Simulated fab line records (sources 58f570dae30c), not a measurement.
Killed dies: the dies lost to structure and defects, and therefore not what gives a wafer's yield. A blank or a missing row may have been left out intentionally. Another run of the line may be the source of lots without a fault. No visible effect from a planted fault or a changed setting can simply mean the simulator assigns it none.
Matching of chambers	flow berkeley-cmos170	UCB170_V1_CMP_02 on cmp-02 has 4 sister chambers
The step polishes SiO2. 4 wafers are shown with their chamber, then 7 later ones without.

## EACH WAFER AND ITS CHAMBER
wafer	chamber	motor-current-A (A)
L893.4	2	15.4
L893.5	3	14.9
L896.1	1	13.2
L896.4	0	17.9

## WAFERS MISSING THEIR CHAMBER
wafer	motor-current-A (A)
L896.6	15.1
L897.1	15.6
L897.3	14.5
L897.5	15.8
L898.3	15.2
L898.5	17.9
L898.6	12.9

## THE CHAMBER EACH PASSED THROUGH
wafer	from the rows above	in truth
L896.6	can't be placed: 3 or 2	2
L897.1	can't be placed: 2 or 3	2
L897.3	can't be placed: 3 or 2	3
L897.5	can't be placed: 2 or 3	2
L898.3	can't be placed: 2 or 3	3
L898.5	0	0
L898.6	1	1
Correctly placed: 2 of 7. Unplaceable from these rows: 5, with the true chamber sitting among the candidates in 5. 0 placed wrongly.
How it was worked out, from the rows above alone: a wafer's distance from a chamber is the root of the sum, over the readings, of the square of ((its reading less the chamber's mean) divided by the reading's scatter). If the next closest chamber is less than 2 further off than the closest, the wafer can't be placed; otherwise it belongs to the closest. For every chamber, the mean is computed from those of its wafers that are shown. The scatter: with one shown wafer a chamber, the root of the mean of the squares of how far each hidden wafer lies from its nearest shown one.
